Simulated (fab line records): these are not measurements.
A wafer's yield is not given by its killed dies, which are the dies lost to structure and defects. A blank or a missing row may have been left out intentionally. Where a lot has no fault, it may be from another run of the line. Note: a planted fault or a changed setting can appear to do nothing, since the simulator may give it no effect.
Struck lot and sound lot, side by side :: flow berkeleyCmos170 :: 43 out of 331 route steps
Sound: these wafers, L170.2, L170.3, L170.4. Struck: wafer L169.4 (left out: L169.3, L169.6 of the same lot, which were not struck); the cause appears at the end.
Order at every step that has rows: each side's tool, ch and its chambers, its first start. Under that, the readings that differ: sound wafers :: struck wafers :: difference of the means :: sigmas: that difference in standard deviations of wafers without a fault.
alike: words and numbers the same on both sides, and readings whose means are apart by under 2 such deviations; not compared: readings that were withheld, readings missing a value for some wafer, numbers with overlapping values and no deviation given by the record, and bounds like >300 which may hide the same value.
A row with sigmas, a row that says differs or no value, or rows on one side alone: a step with any of these is where the two part. Numbers that don't overlap but have no deviation are shown without sigmas and don't part them. A reading missing from all wafers of one side parts the sides only when that side holds two or more wafers.

first, 2 steps without rows for these wafers: UCB170_SCREENOX_WET_ETCH_00 (etches SiO2 in dHF, time 200 s); UCB170_SCREENOX_OXIDATION_01 (target thk 14.4 nm, ox time 2400 s).
UCB170_SCREENOX_THK_MEAS_02:
  sound: filmMetro-03 at day 8 08:58; struck: filmMetro-01 at day 8 20:34
  alike: SCREENOX_OXIDE_THK
then, 7 steps without rows for these wafers: UCB170_SCREENOX_ANNEAL_03 (time 900 s); UCB170_NVT_HMDS_00 (prime time 60 s); UCB170_NVT_COAT_01 (resist thk 900 nm); UCB170_NVT_SOFTBAKE_02 (time 60 s); UCB170_NVT_EXPOSE_03 (exposes mask PWELL, target cd 3000 nm); UCB170_NVT_PEB_04; UCB170_NVT_DEVELOP_05 (develop time 45 s).
UCB170_NVT_OVL_MEAS_06:
  sound: overlay-01 at day 8 14:39; struck: overlay-02 at day 9 00:23
  alike: NVT_OVL
then, 1 step without rows for these wafers: UCB170_NVT_IMPLANT_07.
UCB170_NVT_STRIP_08: strips in O2.
  sound on plasmaAsher-03 ch 0,1, day 8 14:50; struck on plasmaAsher-04 ch 1, day 9 00:35
reading: oesProductAu (a.u.)
sound: 0.738 0.731 0.736
struck: 0.725
difference: -0.010
sigmas: -2
  alike: drypumpMotorCurrentA, stripTimeToEndpointS
  not compared: rfHoursCounterH
UCB170_NVT_TW_MEAS_09:
  sound: filmMetro-04 at day 8 14:56; struck: filmMetro-03 at day 9 00:40
  alike: NVT_TW
then, 7 steps without rows for these wafers: UCB170_NVT_CLEAN_10 (cleans in SPM, time 600 s); UCB170_PVT_HMDS_00 (prime time 60 s); UCB170_PVT_COAT_01 (resist thk 900 nm); UCB170_PVT_SOFTBAKE_02 (time 60 s); UCB170_PVT_EXPOSE_03 (exposes mask NWELL, target cd 3000 nm); UCB170_PVT_PEB_04; UCB170_PVT_DEVELOP_05 (develop time 45 s).
UCB170_PVT_OVL_MEAS_06:
  sound: overlay-02 at day 8 19:33; struck: overlay-01 at day 9 01:56
reading: PVT_OVL (nm)
sound: 13 13 15
struck: -2
difference: -16
sigmas: -2
then, 1 step without rows for these wafers: UCB170_PVT_IMPLANT_07.
UCB170_PVT_STRIP_08: strips in O2.
  sound on plasmaAsher-04 ch 0,1, day 8 19:44; struck on plasmaAsher-03 ch 0, day 9 02:09
reading: drypumpMotorCurrentA (A)
sound: 6.2 5.4 6.2
struck: 5.1
difference: -0.8
sigmas: -2
  alike: oesProductAu, stripTimeToEndpointS
  not compared: rfHoursCounterH
UCB170_PVT_TW_MEAS_09:
  sound: filmMetro-02 at day 8 19:50; struck: filmMetro-02 at day 9 02:14
  alike: PVT_TW
then, 1 step without rows for these wafers: UCB170_GATE_WET_ETCH_00 (etches SiO2 in dHF, time 200 s).
UCB170_FIELD_THK_MEAS_91:
  sound: filmMetro-01 at day 8 19:58; struck: filmMetro-04 at day 9 02:22
  alike: FIELD_OXIDE_LEFT_2_THK
then, 1 step without rows for these wafers: UCB170_GATE_OXIDATION_01 (target thk 6.6 nm, ox time 1800 s).
UCB170_GATE_THK_MEAS_02:
  sound: filmMetro-04 at day 8 23:10; struck: filmMetro-04 at day 9 06:04
  alike: GATE_OXIDE_THK
then, 2 steps without rows for these wafers: UCB170_GATE_ANNEAL_03 (time 1800 s); UCB170_GATE_CVD_04 (deposits poly-Si from SiH4, time 1440 s, target thk 214 nm).
UCB170_GATE_THK_MEAS_05:
  sound: filmMetro-04 at day 9 06:44; struck: filmMetro-02 at day 9 12:20
  alike: GATE_POLY_THK
then, 6 steps without rows for these wafers: UCB170_GATE_COAT_06; UCB170_GATE_COAT_07 (resist thk 900 nm); UCB170_GATE_SOFTBAKE_08 (time 60 s); UCB170_GATE_EXPOSE_09 (exposes mask POLY, target cd 350 nm); UCB170_GATE_PEB_10; UCB170_GATE_DEVELOP_11 (develop time 45 s).
UCB170_GATE_CD_MEAS_12 targets a cd of 350 nm.
  sound: cdSem-01 at day 9 08:26; struck: cdSem-02 at day 9 14:03
  alike: cdNm
UCB170_GATE_OVL_MEAS_13:
  sound: overlay-02 at day 9 08:32; struck: overlay-01 at day 9 14:08
  alike: GATE_OVL
UCB170_GATE_ETCH_14: etches BARC in N2/H2.
  sound on rieDiel-04 ch 0,1,3, day 9 08:34; struck on rieDiel-04 ch 2, day 9 14:10
reading: n2FlowSccm (sccm)
sound: 100.2 100.1 99.9
struck: 99.4
difference: -0.7
sigmas: -2
  alike: drypumpMotorCurrentA, oesProductAu, throttleValvePct
UCB170_GATE_ETCH_15: etches poly-Si in HBr/Cl2, stops on SiO2, time 56.3 s, target depth 278.2 nm.
  sound on rieSi-01 ch 0,1,2, day 9 08:37; struck on rieSi-01 ch 1, day 9 14:13
  alike: HBr_flow_sccm, drypumpMotorCurrentA, mfcCl2Sccm, oesProductAu, throttleValvePct
  not compared: rfHoursCounterH
UCB170_M3_PROBE_99:
  record: rows for the struck wafers here (prober-02, day 11 11:34), none for the sound ones

WHERE THEY PART
Last at UCB170_M3_PROBE_99 as far as this record goes, first at UCB170_NVT_STRIP_08.

WHY: what had been put in by the simulator
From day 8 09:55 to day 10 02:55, plasmaAsher-04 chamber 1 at UCB170_NVT_STRIP_08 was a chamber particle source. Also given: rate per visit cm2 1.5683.
